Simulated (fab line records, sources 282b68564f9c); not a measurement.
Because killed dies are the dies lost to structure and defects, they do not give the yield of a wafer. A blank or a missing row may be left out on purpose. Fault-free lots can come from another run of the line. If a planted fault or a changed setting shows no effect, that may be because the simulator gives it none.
What tool caused it? || flow ritCmos || 33 wafers from 11 lots sampled at 3 of the route's 202 steps

== WHAT THE GAUGES READ, wafer by wafer ==
RIT_SILICIDE_RS_MEAS_02: measurement is done with a four-point probe. Usual: SILICIDE_TI_RS typically reads 47.9 ohm/sq, with standard deviation 0.79.
{"lot": "L800", "measured": "day 3 08:23", "on": "filmMetro-02", "SILICIDE_TI_RS (ohm/sq)": "47.2 48.5 47.7", "flag": ""}
{"lot": "L801", "measured": "day 3 14:14", "on": "filmMetro-04", "SILICIDE_TI_RS (ohm/sq)": "46.4 46.9 47.0", "flag": ""}
{"lot": "L802", "measured": "day 3 21:46", "on": "filmMetro-01", "SILICIDE_TI_RS (ohm/sq)": "48.9 48.4 47.5", "flag": ""}
{"lot": "L803", "measured": "day 4 02:31", "on": "filmMetro-02", "SILICIDE_TI_RS (ohm/sq)": "47.6 47.0 47.2", "flag": ""}
{"lot": "L811", "measured": "day 5 10:53", "on": "filmMetro-02", "SILICIDE_TI_RS (ohm/sq)": "34.8 48.7 48.4", "flag": "OFF"}
{"lot": "L813", "measured": "day 5 20:50", "on": "filmMetro-04", "SILICIDE_TI_RS (ohm/sq)": "34.2 47.5 47.2", "flag": "OFF"}
{"lot": "L814", "measured": "day 5 23:16", "on": "filmMetro-04", "SILICIDE_TI_RS (ohm/sq)": "47.9 48.1 48.4", "flag": ""}
{"lot": "L816", "measured": "day 6 11:47", "on": "filmMetro-04", "SILICIDE_TI_RS (ohm/sq)": "48.3 47.4 47.1", "flag": ""}
{"lot": "L818", "measured": "day 6 21:24", "on": "filmMetro-01", "SILICIDE_TI_RS (ohm/sq)": "49.7 48.0 48.1", "flag": ""}
{"lot": "L820", "measured": "day 7 06:40", "on": "filmMetro-04", "SILICIDE_TI_RS (ohm/sq)": "48.4 47.9 47.2", "flag": ""}
{"lot": "L822", "measured": "day 7 15:59", "on": "filmMetro-04", "SILICIDE_TI_RS (ohm/sq)": "47.5 47.9 49.0", "flag": ""}

RIT_SILICIDE_THK_MEAS_03: measures by xrf. Usual: SILICIDE_TI_THK typically reads 29.8 nm, with standard deviation 0.42.
{"lot": "L800", "measured": "day 3 08:29", "on": "filmMetro-02", "SILICIDE_TI_THK (nm)": "30.4 29.9 30.1", "flag": ""}
{"lot": "L801", "measured": "day 3 14:20", "on": "filmMetro-04", "SILICIDE_TI_THK (nm)": "30.6 30.2 30.2", "flag": ""}
{"lot": "L802", "measured": "day 3 21:53", "on": "filmMetro-01", "SILICIDE_TI_THK (nm)": "29.2 29.4 30.0", "flag": ""}
{"lot": "L803", "measured": "day 4 02:38", "on": "filmMetro-02", "SILICIDE_TI_THK (nm)": "30.1 30.5 30.4", "flag": ""}
{"lot": "L811", "measured": "day 5 10:59", "on": "filmMetro-02", "SILICIDE_TI_THK (nm)": "38.8 29.6 29.8", "flag": "OFF"}
{"lot": "L813", "measured": "day 5 20:58", "on": "filmMetro-04", "SILICIDE_TI_THK (nm)": "38.7 29.8 30.0", "flag": "OFF"}
{"lot": "L814", "measured": "day 5 23:23", "on": "filmMetro-04", "SILICIDE_TI_THK (nm)": "29.6 29.5 29.2", "flag": ""}
{"lot": "L816", "measured": "day 6 11:54", "on": "filmMetro-04", "SILICIDE_TI_THK (nm)": "29.6 30.0 30.2", "flag": ""}
{"lot": "L818", "measured": "day 6 21:31", "on": "filmMetro-01", "SILICIDE_TI_THK (nm)": "28.8 29.6 29.5", "flag": ""}
{"lot": "L820", "measured": "day 7 06:47", "on": "filmMetro-04", "SILICIDE_TI_THK (nm)": "29.4 29.8 29.9", "flag": ""}
{"lot": "L822", "measured": "day 7 16:06", "on": "filmMetro-04", "SILICIDE_TI_THK (nm)": "29.8 29.7 29.1", "flag": ""}

== TOOL THAT RAN EACH LOT (tool first, then ch and the chambers of the sampled wafers, then the start) ==
{"lot": "L800", "RIT_SILICIDE_SPUTTER_01": "pvdSputter-02, day 3 08:13"}
{"lot": "L801", "RIT_SILICIDE_SPUTTER_01": "pvdSputter-01, day 3 14:02"}
{"lot": "L802", "RIT_SILICIDE_SPUTTER_01": "pvdSputter-03, day 3 21:37"}
{"lot": "L803", "RIT_SILICIDE_SPUTTER_01": "pvdSputter-01, day 4 02:21"}
{"lot": "L811", "RIT_SILICIDE_SPUTTER_01": "pvdSputter-01, day 5 10:41"}
{"lot": "L813", "RIT_SILICIDE_SPUTTER_01": "pvdSputter-01, day 5 20:41"}
{"lot": "L814", "RIT_SILICIDE_SPUTTER_01": "pvdSputter-03, day 5 23:07"}
{"lot": "L816", "RIT_SILICIDE_SPUTTER_01": "pvdSputter-02, day 6 11:38"}
{"lot": "L818", "RIT_SILICIDE_SPUTTER_01": "pvdSputter-02, day 6 21:15"}
{"lot": "L820", "RIT_SILICIDE_SPUTTER_01": "pvdSputter-02, day 7 06:31"}
{"lot": "L822", "RIT_SILICIDE_SPUTTER_01": "pvdSputter-02, day 7 15:49"}
- RIT_SILICIDE_SPUTTER_01: material Ti, target thk 30 nm, time 240 s.

== AS READ BY THE TOOLS THEMSELVES (means over the sampled wafers that have a number; for cases with no such wafer, the mark the record gives instead) ==
RIT_SILICIDE_SPUTTER_01. Usual: throttleValvePct reads 30.2 % (standard deviation 0.96).
{"lot": "L800", "tool": "pvdSputter-02", "throttleValvePct (%)": 30.4, "flag": ""}
{"lot": "L801", "tool": "pvdSputter-01", "throttleValvePct (%)": 30.3, "flag": ""}
{"lot": "L802", "tool": "pvdSputter-03", "throttleValvePct (%)": 30.3, "flag": ""}
{"lot": "L803", "tool": "pvdSputter-01", "throttleValvePct (%)": 30.7, "flag": ""}
{"lot": "L811", "tool": "pvdSputter-01", "throttleValvePct (%)": 30.2, "flag": ""}
{"lot": "L813", "tool": "pvdSputter-01", "throttleValvePct (%)": 30.2, "flag": ""}
{"lot": "L814", "tool": "pvdSputter-03", "throttleValvePct (%)": 30.2, "flag": ""}
{"lot": "L816", "tool": "pvdSputter-02", "throttleValvePct (%)": 30.2, "flag": ""}
{"lot": "L818", "tool": "pvdSputter-02", "throttleValvePct (%)": 28.6, "flag": ""}
{"lot": "L820", "tool": "pvdSputter-02", "throttleValvePct (%)": 30.7, "flag": ""}
{"lot": "L822", "tool": "pvdSputter-02", "throttleValvePct (%)": 29.9, "flag": ""}

== THE ANSWER, worked out from the rows above alone ==
Rule: take the mean of a lot's wafers that have a number; if it is more than 3 standard deviations from the usual mean, the lot is off. A lot without any number at a reading at which 4 lots or more have one is off too. The other lots that the step has rows for count as sound. The gauges are gone through in route order, then the tools' own readings, and for those a lot's mean is taken as printed above. At the first step where some lot is off, the reading lying furthest off is the one used; lots without a number count as furthest.
Off: at RIT_SILICIDE_RS_MEAS_02 (SILICIDE_TI_RS), L811, L813.
If a tool, at a process step before that reading, ran all the lots that are off and no sound lot after the first of them, it fits. The gauges at RIT_SILICIDE_RS_MEAS_02 are tried like those tools. One fits: pvdSputter-01 at RIT_SILICIDE_SPUTTER_01. A fault onset in the window from L803 (day 4 02:21, its last sound lot) to L811 (day 5 10:41, its first lot off) fits.

== WHAT THE SIMULATOR PUT IN ==
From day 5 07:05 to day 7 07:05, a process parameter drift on pvdSputter-01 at RIT_SILICIDE_SPUTTER_01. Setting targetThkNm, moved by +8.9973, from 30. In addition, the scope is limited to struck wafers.
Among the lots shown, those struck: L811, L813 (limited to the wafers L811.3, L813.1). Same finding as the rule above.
